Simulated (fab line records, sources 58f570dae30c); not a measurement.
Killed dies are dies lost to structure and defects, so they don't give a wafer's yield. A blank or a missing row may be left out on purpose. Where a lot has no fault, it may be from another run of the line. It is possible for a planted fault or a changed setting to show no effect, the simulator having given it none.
Chamber matching | flow berkeley_cmos170 | UCB170_CONTACT_CLEAN_07 on wet_bench-03 has 3 sister chambers
The step cleans in SPM, time 600 s. 16 wafers are shown with their chamber, then 8 later ones without.

WAFERS PAIRED WITH THEIR CHAMBERS
wafer  | chamber | bath_guard_temp_C (C)
L074.1 | 2       | 120.01
L074.3 | 2       | 120.01
L074.4 | 2       | 120.34
L082.2 | 3       | 120.31
L082.4 | 3       | 120.60
L082.5 | 3       | 120.56
L080.2 | 0       | 120.47
L080.3 | 0       | 120.07
L080.4 | 0       | 120.38
L086.1 | 3       | 120.60
L086.3 | 3       | 120.78
L086.4 | 3       | 120.59
L090.1 | 0       | 120.35
L090.2 | 0       | 120.72
L090.5 | 0       | 120.20
L089.2 | 3       | 120.69

SIGNATURES (averages over the wafers above)
reading           | chamber 0 | chamber 2 | chamber 3 | scatter within a chamber
bath_guard_temp_C | 120.3650  | 120.1200  | 120.5900  | 0.186
Rule: distance of a wafer from a chamber = root of the sum over the readings of ((wafer's reading minus chamber's mean) / reading's scatter) squared. The wafer belongs to the nearest chamber; if the next one is less than 2 further off, it can't be placed. How the scatter is found: for the shown wafers, subtract from each reading the mean of its chamber, square and add these, divide the total by (wafers less chambers), then take the root.

WAFERS WITH NO CHAMBER GIVEN
wafer  | bath_guard_temp_C (C)
L089.4 | 120.34
L089.6 | 120.33
L091.3 | 120.29
L091.5 | 120.22
L091.6 | 120.20
L096.2 | 120.43
L096.3 | 120.85
L096.5 | 120.50

WHICH CHAMBER EACH ONE RAN IN
wafer  | from the rows above          | in truth
L089.4 | can't be placed: 0 or 2 or 3 | 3
L089.6 | can't be placed: 0 or 2 or 3 | 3
L091.3 | can't be placed: 0 or 2 or 3 | 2
L091.5 | can't be placed: 2 or 0 or 3 | 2
L091.6 | can't be placed: 2 or 0 or 3 | 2
L096.2 | can't be placed: 0 or 3 or 2 | 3
L096.3 | can't be placed: 3 or 0      | 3
L096.5 | can't be placed: 3 or 0 or 2 | 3
Correct placement for 0 of the 8. From these rows, 8 cannot be placed; in 8 the true chamber is one of the candidates. Number placed wrongly: 0.
